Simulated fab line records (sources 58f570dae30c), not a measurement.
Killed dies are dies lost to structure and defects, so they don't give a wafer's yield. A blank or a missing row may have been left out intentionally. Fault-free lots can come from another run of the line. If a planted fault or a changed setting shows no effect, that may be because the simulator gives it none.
fab line records	flow berkeley-cmos170
record lots=5	wafers=15	last-day=11
route steps=331 shown M2@280 V2@292
lots that met no fault: taken from a fault-free run of the same line
start-h: hours from the record's first day to the start of the lot's first wafer shown	wait-h: how many hours have passed since the lot's step before this one	" identical to the entry in the row above	L1.1+2: a single row standing in for several wafers	- value missing, or start not given	* or withheld: withheld	< > ~ a bound
route shown NAME@n: NAME is a module with steps in the file, n the number in the route of the first one	usual: mean/standard deviation of fault-free wafers	same: alike in all rows	chamber/n: place in a boat	sites: each site's reading	_std_site: standard deviation of those values	_edge_site: the outer-site mean with the inner-site mean subtracted	radius-mm: for every site, how far away it sits from the centre of the wafer	mask NAME#n: copy n	behind: the tool/chamber that last shaped the wafer	hold: the reason the lot was held/the length of the hold in hours/how it ended	device: transistor that didn't switch, given as n, p or np	end of line: tests run on the same wafers once the route is complete	step lacking rows: just its recipe	killed: at the first sort, the dies lost to defects and structure; wafer yield is something else	map: a wafer's dies, marking killed ones x, the rest . and places with no die _
set.NAME: the run value of the setting; set.NAME@STEP: its run value at that earlier step	model.NAME: the simulator's own value behind a step, which no gauge read
lots at selected steps of the route; one table per step, one row per wafer
services: a tool's chamber out of use, with start hour (start-h, from the record's first day; less than 0 if before it), hours out, and reason
## steps
# step UCB170_M2_COAT_09
# recipe resist=BARC	temp-c=withheld	time-s=withheld	spin-rpm=3000	resist-thk-nm=withheld
# step UCB170_M2_COAT_10
# recipe resist=KrF	spin-rpm=1500	resist-thk-nm=900
# step UCB170_M2_SOFTBAKE_11
# recipe resist=KrF	temp-c=130	time-s=59.01
# step UCB170_M2_EXPOSE_12
# recipe mask-id=METAL2	target-cd-nm=700	na=0.5	sigma-outer=0.6	source-shape=conventional	dose-mj=26
# step UCB170_M2_PEB_13
# recipe peb-temp-c=130	peb-time-s=withheld	resist=KrF
# step UCB170_M2_DEVELOP_14
# recipe developer=TMAH	develop-time-s=45	resist=KrF	dev-temp-c=21
# step UCB170_M2_CD_MEAS_15
# recipe target-cd-nm=700
# usual cd-nm=700.6/1.5
lot.wafer	tool	chamber	start-h	wait-h	cd-nm
L235.2	cd-sem-01	-	188.04	-	701.1
L235.3	"	-	"	"	700.6
L235.6	"	-	"	"	699.7
L233.2	cd-sem-02	-	188.40	-	701.3
L233.5	"	-	"	"	701.4
L233.6	"	-	"	"	701.9
L237.2	cd-sem-02	-	197.08	-	701.1
L237.4	"	-	"	"	702.4
L237.5	"	-	"	"	701.5
L242.1	cd-sem-01	-	220.16	-	701.9
L242.2	"	-	"	"	703.3
L242.5	"	-	"	"	701.4
L246.3	cd-sem-02	-	257.82	-	700.2
L246.4	"	-	"	"	701.0
L246.5	"	-	"	"	699.3
# step UCB170_M2_OVL_MEAS_16
# usual M2_OVL=-2/5
lot.wafer	tool	chamber	start-h	wait-h	M2_OVL[nm]
L235.2	overlay-02	-	188.14	0.1	-1
L235.3	"	-	"	"	-3
L235.6	"	-	"	"	-11
L233.2	overlay-01	-	188.50	0.1	-7
L233.5	"	-	"	"	-1
L233.6	"	-	"	"	7
L237.2	overlay-01	-	197.18	0.1	-3
L237.4	"	-	"	"	-10
L237.5	"	-	"	"	-2
L242.1	overlay-02	-	220.28	0.1	2
L242.2	"	-	"	"	6
L242.5	"	-	"	"	6
L246.3	overlay-02	-	257.91	0.1	-2
L246.4	"	-	"	"	-3
L246.5	"	-	"	"	-6
# step UCB170_M2_ETCH_17
# recipe chemistry=N2/H2	target-depth-a=withheld	overetch-a=withheld	target=BARC	time-s=withheld	source-w=500	bias-w=100	pressure-mtorr=30	n2-flow-sccm=100	h2-flow-sccm=200
# usual drypump-motor-current-A=5.8/0.47	oes-product-au=0.994/0.012	throttle-valve-pct=13.39/0.12
lot.wafer	tool	chamber	start-h	wait-h	drypump-motor-current-A	oes-product-au	throttle-valve-pct
L235.2	rie-diel-02	1	188.17	0.0	6.0	0.978	13.08
L235.3	"	2	"	"	6.1	1.002	13.23
L235.6	"	2	"	"	6.2	1.003	13.24
L233.2	rie-diel-03	0	188.53	0.0	5.5	1.041	13.29
L233.5	"	1	"	"	4.7	0.985	13.48
L233.6	"	0	"	"	5.5	1.037	13.29
L237.2	rie-diel-04	3	197.21	0.0	6.0	0.990	13.46
L237.4	"	1	"	"	5.6	0.997	13.57
L237.5	"	3	"	"	6.0	0.986	13.47
L242.1	rie-diel-03	2	220.32	0.0	5.7	0.985	13.37
L242.2	"	3	"	"	6.2	0.991	13.30
L242.5	"	1	"	"	4.8	0.974	13.47
L246.3	rie-diel-03	3	257.94	0.0	6.2	0.991	13.30
L246.4	"	0	"	"	5.5	0.971	13.31
L246.5	"	3	"	"	6.2	0.991	13.30
# step UCB170_M2_METAL_ETCH_18
# recipe chemistry=Cl2/BCl3	target=Al	stop-on=SiO2	pressure-mtorr=12	target-depth-a=11700	over-etch-frac=0.3	time-s=195	icp-w=600	bias-w=120	Cl2_flow_sccm=90	bcl3-flow-sccm=45
# usual drypump-motor-current-A=5.7/0.57	oes-product-au=0.853/0.016	throttle-valve-pct=24.35/0.21
lot.wafer	tool	chamber	start-h	wait-h	drypump-motor-current-A	oes-product-au	rf-hours-counter-h	throttle-valve-pct
L235.2	rie-metal-01	0	188.22	-	5.7	0.835	9	24.20
L235.3	"	1	"	"	6.0	0.870	-	24.41
L235.6	"	0	"	"	5.7	0.832	-	24.22
L233.2	rie-metal-04	0	188.57	-	6.7	0.849	2	24.00
L233.5	"	1	"	"	5.5	0.872	-	24.48
L233.6	"	0	"	"	6.7	0.870	-	24.02
L237.2	rie-metal-03	0	197.26	-	4.8	0.848	2	24.25
L237.4	"	0	"	"	4.8	0.856	-	24.26
L237.5	"	1	"	"	5.7	0.838	-	24.66
L242.1	rie-metal-04	1	220.36	-	5.6	0.868	2	24.48
L242.2	"	0	"	"	6.6	0.850	3	24.03
L242.5	"	1	"	"	5.5	0.870	-	24.48
L246.3	rie-metal-04	0	258.04	-	6.6	0.862	-	24.01
L246.4	"	1	"	"	5.5	0.864	-	24.46
L246.5	"	0	"	"	6.6	0.872	-	24.01
# step UCB170_M2_STRIP_19
# recipe chemistry=O2	power-w=400	pressure-mtorr=3500	platen-temp-c=withheld	o2-flow-sccm=400	overash-fraction=0.5
# usual drypump-motor-current-A=5.7/0.61	oes-product-au=0.537/0.012
lot.wafer	tool	chamber	start-h	wait-h	drypump-motor-current-A	oes-product-au	rf-hours-counter-h
L235.2	plasma-asher-04	0	188.40	0.1	6.6	0.558	48
L235.3	"	1	"	"	5.9	0.532	-
L235.6	"	0	"	"	6.6	0.550	-
L233.2	plasma-asher-02	1	188.76	0.1	6.3	0.541	8
L233.5	"	1	"	"	6.3	0.524	-
L233.6	"	0	"	"	5.2	0.540	-
L237.2	plasma-asher-04	0	197.44	0.1	6.6	0.532	49
L237.4	"	0	"	"	6.5	0.531	-
L237.5	"	0	"	"	6.6	0.546	-
L242.1	plasma-asher-02	1	220.55	0.1	6.3	0.524	11
L242.2	"	0	"	"	5.1	0.545	11
L242.5	"	0	"	"	5.1	0.520	-
L246.3	plasma-asher-01	0	258.20	0.1	5.0	0.540	-
L246.4	"	1	"	"	5.1	0.527	-
L246.5	"	1	"	"	5.1	0.539	-
# step UCB170_M2_CD_MEAS_90
# recipe target-cd-nm=700
# usual cd-nm=700.2/2.6
lot.wafer	tool	chamber	start-h	wait-h	cd-nm
L235.2	cd-sem-02	-	188.52	0.1	704.9
L235.3	"	-	"	"	700.9
L235.6	"	-	"	"	701.2
L233.2	cd-sem-01	-	188.88	0.1	700.2
L233.5	"	-	"	"	698.7
L233.6	"	-	"	"	702.4
L237.2	cd-sem-01	-	197.56	0.1	700.8
L237.4	"	-	"	"	701.7
L237.5	"	-	"	"	701.9
L242.1	cd-sem-02	-	220.65	0.1	701.1
L242.2	"	-	"	"	702.5
L242.5	"	-	"	"	701.6
L246.3	cd-sem-02	-	258.31	0.1	699.8
L246.4	"	-	"	"	698.7
L246.5	"	-	"	"	699.4
# step UCB170_V2_CVD_00
# recipe material=SiO2	target-thk-nm=2000	temp-c=390	precursor=TEOS/O2	time-s=250	rf-w=550	pressure-mtorr=9000
# usual heater-power-w=247/57
lot.wafer	tool	chamber	start-h	wait-h	heater-power-w
L235.2	pecvd-01	2	188.62	0.1	289
L235.3	"	1	"	"	239
L235.6	"	2	"	"	202
L233.2	pecvd-03	1	188.98	0.1	250
L233.5	"	0	"	"	221
L233.6	"	1	"	"	306
L237.2	pecvd-04	1	197.66	0.1	187
L237.4	"	2	"	"	181
L237.5	"	1	"	"	258
L242.1	pecvd-03	2	220.77	0.1	399
L242.2	"	1	"	"	304
L242.5	"	2	"	"	289
L246.3	pecvd-04	0	258.46	0.1	181
L246.4	"	2	"	"	184
L246.5	"	2	"	"	254
# step UCB170_V2_THK_MEAS_01
# recipe reads=SiO2_of_V2_CVD_00
# usual V2_TEOS_THK=1998/25
lot.wafer	tool	chamber	start-h	wait-h	V2_TEOS_THK[nm]
L235.2	film-metro-04	-	188.79	0.1	1955
L235.3	"	-	"	"	1955
L235.6	"	-	"	"	1999
L233.2	film-metro-03	-	189.15	0.1	2000
L233.5	"	-	"	"	2038
L233.6	"	-	"	"	2018
L237.2	film-metro-02	-	197.83	0.1	1990
L237.4	"	-	"	"	2012
L237.5	"	-	"	"	2007
L242.1	film-metro-03	-	220.92	0.1	1982
L242.2	"	-	"	"	1528
L242.5	"	-	"	"	2033
L246.3	film-metro-02	-	258.64	0.1	2011
L246.4	"	-	"	"	2031
L246.5	"	-	"	"	2022
# step UCB170_V2_CMP_02
# recipe material=SiO2	down-force-psi=6	platen-rpm=60	pad-velocity-m-s=0.75398
# usual edge-zone-pressure-frac=1.000/0.0049	motor-current-A=16.5/1.4	retaining-ring-pressure-frac=1.000/0.005
lot.wafer	tool	chamber	start-h	wait-h	edge-zone-pressure-frac	motor-current-A	retaining-ring-pressure-frac
L235.2	cmp-02	2	188.89	0.1	0.999	14.1	0.993
L235.3	"	0	"	"	1.003	16.9	0.989
L235.6	"	1	"	"	0.998	17.7	0.996
L233.2	cmp-01	1	189.25	0.1	1.000	16.3	0.993
L233.5	"	0	"	"	1.006	17.3	1.009
L233.6	"	1	"	"	1.003	15.9	0.993
L237.4	cmp-02	1	197.93	0.1	0.999	18.6	0.992
L237.2	"	3	"	"	0.998	15.2	0.995
L237.5	"	0	"	"	1.001	17.2	1.013
L242.2	cmp-02	3	221.08	0.1	0.995	15.6	0.999
L242.1	"	0	"	"	0.996	17.4	1.009
L242.5	"	1	"	"	0.994	17.7	1.002
L246.3	cmp-02	0	258.68	0.0	1.008	17.4	0.992
L246.4	"	1	"	"	1.002	17.8	0.999
L246.5	"	1	"	"	1.010	18.7	0.994
# step UCB170_V2_BOW_MEAS_03
# recipe mode=bow
# usual V2_BOW=37/6.7
lot.wafer	tool	chamber	start-h	wait-h	V2_BOW[um]
L235.2	film-metro-04	-	189.16	0.2	49
L235.3	"	-	"	"	42
L235.6	"	-	"	"	42
L233.2	film-metro-03	-	189.52	0.2	30
L233.5	"	-	"	"	35
L233.6	"	-	"	"	35
L237.2	film-metro-03	-	198.20	0.1	39
L237.4	"	-	"	"	42
L237.5	"	-	"	"	39
L242.1	film-metro-03	-	221.28	0.1	39
L242.2	"	-	"	"	37
L242.5	"	-	"	"	31
L246.3	film-metro-02	-	259.02	0.3	38
L246.4	"	-	"	"	36
L246.5	"	-	"	"	38
# step UCB170_V2_THK_MEAS_04
# recipe reads=SiO2_of_V2_CVD_00
# usual V2_POLISHED_THK=1000.5/0.86
lot.wafer	tool	chamber	start-h	wait-h	V2_POLISHED_THK[nm]
L235.2	film-metro-04	-	189.27	0.1	999.8
L235.3	"	-	"	"	1001.5
L235.6	"	-	"	"	999.1
L233.2	film-metro-03	-	189.63	0.1	1000.2
L233.5	"	-	"	"	998.7
L233.6	"	-	"	"	999.7
L237.2	film-metro-03	-	198.31	0.1	1000.5
L237.4	"	-	"	"	1000.6
L237.5	"	-	"	"	1000.8
L242.1	film-metro-03	-	221.40	0.1	1000.7
L242.2	"	-	"	"	566.9
L242.5	"	-	"	"	1000.7
L246.3	film-metro-02	-	259.12	0.1	1001.4
L246.4	"	-	"	"	1000.3
L246.5	"	-	"	"	1000.1
# step UCB170_V2_CLEAN_05
# recipe chemistry=DIW
# step UCB170_V2_HMDS_06
# recipe prime-time-s=60	prime-temp-c=100
# step UCB170_V2_COAT_07
# recipe resist=KrF	spin-rpm=1500	resist-thk-nm=900
# step UCB170_V2_SOFTBAKE_08
# recipe resist=KrF	temp-c=130	time-s=60
# step UCB170_V2_EXPOSE_09
# recipe mask-id=VIA2	target-cd-nm=700	na=0.5	sigma-outer=0.6	source-shape=conventional	dose-mj=37
# step UCB170_V2_PEB_10
# recipe peb-temp-c=130	peb-time-s=withheld	resist=KrF
# step UCB170_V2_DEVELOP_11
# recipe developer=TMAH	develop-time-s=45	resist=KrF	dev-temp-c=21
# step UCB170_V2_CD_MEAS_12
# recipe target-cd-nm=700
# usual cd-nm=699.4/1.3
lot.wafer	tool	chamber	start-h	wait-h	cd-nm
L235.2	cd-sem-02	-	190.61	-	699.0
L235.3	"	-	"	"	699.4
L235.6	"	-	"	"	699.7
L233.2	cd-sem-01	-	190.73	-	699.6
L233.5	"	-	"	"	700.1
L233.6	"	-	"	"	700.2
L237.2	cd-sem-02	-	199.86	-	697.6
L237.4	"	-	"	"	697.3
L237.5	"	-	"	"	699.2
L242.1	cd-sem-02	-	222.57	-	698.9
L242.2	"	-	"	"	699.0
L242.5	"	-	"	"	699.5
L246.3	cd-sem-01	-	260.76	-	699.4
L246.4	"	-	"	"	701.1
L246.5	"	-	"	"	700.4
# step UCB170_V2_OVL_MEAS_13
# usual V2_OVL=-2/5
lot.wafer	tool	chamber	start-h	wait-h	V2_OVL[nm]
L235.2	overlay-01	-	190.72	0.1	-10
L235.3	"	-	"	"	-8
L235.6	"	-	"	"	-4
L233.2	overlay-02	-	190.84	0.1	2
L233.5	"	-	"	"	4
L233.6	"	-	"	"	2
L237.2	overlay-01	-	199.96	0.1	-2
L237.4	"	-	"	"	0
L237.5	"	-	"	"	-4
L242.1	overlay-02	-	222.69	0.1	-6
L242.2	"	-	"	"	-6
L242.5	"	-	"	"	7
L246.3	overlay-02	-	260.86	0.1	-7
L246.4	"	-	"	"	-6
L246.5	"	-	"	"	-1
# step UCB170_V2_ETCH_14
# recipe chemistry=CHF3/CF4/Ar	target=SiO2	stop-on=Al	CHF3_flow_sccm=45	cf4-flow-sccm=15	Ar_flow_sccm=150	pressure-mtorr=200	rf-w=700	target-depth-a=12500	over-etch-frac=0.25	time-s=291
# usual drypump-motor-current-A=5.6/0.48	oes-product-au=0.871/0.013	throttle-valve-pct=6.97/0.077
lot.wafer	tool	chamber	start-h	wait-h	drypump-motor-current-A	oes-product-au	rf-hours-counter-h	throttle-valve-pct
L235.2	rie-diel-02	3	190.75	0.0	5.5	0.879	5	7.07
L235.3	"	0	"	"	5.3	0.870	56	6.96
L235.6	"	0	"	"	5.3	0.862	-	6.97
L233.2	rie-diel-01	2	190.87	0.0	5.9	0.861	78	7.00
L233.5	"	3	"	"	5.4	0.868	-	6.91
L233.6	"	2	"	"	6.0	0.869	-	7.01
L237.2	rie-diel-03	3	199.99	0.0	6.2	0.871	20	6.89
L237.4	"	2	"	"	5.7	0.863	115	7.00
L237.5	"	1	"	"	4.7	0.861	-	7.05
L242.1	rie-diel-03	0	222.73	0.0	5.5	0.887	143	6.92
L242.2	"	2	"	"	5.7	0.684	116	6.99
L242.5	"	0	"	"	5.5	0.887	-	6.91
L246.3	rie-diel-03	2	260.88	0.0	5.7	0.874	118	7.00
L246.4	"	0	"	"	5.5	0.843	1	6.90
L246.5	"	1	"	"	4.7	0.864	-	7.06
# step UCB170_V2_STRIP_15
# recipe chemistry=O2	power-w=400	pressure-mtorr=3500	platen-temp-c=withheld	o2-flow-sccm=400	overash-fraction=0.5
# usual drypump-motor-current-A=5.7/0.57	oes-product-au=0.722/0.0048	strip-time-to-endpoint-s=15.35/0.095
lot.wafer	tool	chamber	start-h	wait-h	drypump-motor-current-A	oes-product-au	rf-hours-counter-h	strip-time-to-endpoint-s
L235.2	plasma-asher-04	1	190.93	0.1	5.8	0.721	48	15.41
L235.3	"	0	"	"	6.5	0.721	-	15.37
L235.6	"	0	"	"	6.6	0.728	-	15.37
L233.2	plasma-asher-01	1	191.13	0.2	5.1	0.713	47	15.22
L233.5	"	0	"	"	5.0	0.715	-	15.48
L233.6	"	1	"	"	5.1	0.723	-	15.31
L237.2	plasma-asher-03	0	200.17	0.1	6.1	0.720	45	15.48
L237.4	"	0	"	"	6.1	0.726	-	15.31
L237.5	"	1	"	"	5.7	0.726	-	15.34
L242.1	plasma-asher-01	0	222.91	0.1	5.0	0.718	50	15.19
L242.2	"	1	"	"	5.1	0.730	50	15.37
L242.5	"	1	"	"	5.1	0.724	-	15.12
L246.3	plasma-asher-04	0	261.09	0.1	6.6	0.723	-	15.22
L246.4	"	1	"	"	5.9	0.716	-	15.24
L246.5	"	0	"	"	6.5	0.719	-	15.23
## services
tool	chamber	start-h	hours	kind
cmp-01	-	171.33	3.5	repair
rie-diel-02	-	179.25	1.1	repair
rie-diel-01	1	181.77	15.1	repair
cmp-01	-	197.83	0.3	repair
plasma-asher-02	-	199.08	1.6	repair
rie-metal-04	-	203.10	0.4	repair
rie-metal-03	0	207.18	5.6	repair
rie-diel-02	1	207.25	9.3	repair
rie-metal-03	-	207.31	0.4	repair
rie-diel-03	0	212.82	9.5	repair
rie-metal-01	0	218.78	23.4	repair
rie-diel-03	3	220.51	4.3	repair
rie-diel-03	0	224.81	-	clean
rie-diel-03	0	224.81	18.0	scheduled-down
rie-diel-03	0	224.81	18.0	vent-cycle
cmp-01	-	232.00	4.0	pm
pecvd-04	-	242.50	14.0	pm
pecvd-04	0	242.50	14.0	vent-cycle
pecvd-04	1	242.50	18.0	vent-cycle
pecvd-04	2	242.50	14.0	vent-cycle
cmp-02	-	243.91	1.2	repair
rie-diel-02	1	245.64	-	clean
pecvd-04	1	255.95	4.5	repair
cmp-02	-	259.36	1.1	repair
## key
first-sign step=UCB170_V2_THK_MEAS_01	reading=V2_TEOS_THK	direction=down	sigmas=19	usual=1998	struck=1528
effect step=UCB170_V2_THK_MEAS_04	reading=V2_POLISHED_THK	direction=down	sigmas=99+	usual=1000.5	struck=566.9
effect step=UCB170_V2_ETCH_14	reading=oes-product-au	direction=down	sigmas=15	usual=0.871	struck=0.684
met-at UCB170_V2_CVD_00
struck-wafers L242.2
sort-left-out L242.2
onset-between 188.98 220.77
fault kind=site-profile-drift	tool=pecvd-03	chamber=1	onset-h=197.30	steps=UCB170_V2_CVD_00	basis=fraction	max-abs-drift=0.51176	slope-share-per-hr=113.72	site-pattern=0,0,0,0,0,-1,-1,-1,-1
# sort-left-out: the simulated sort isn't trusted on such a fault, so these wafers' sort isn't shown, and their yield isn't known
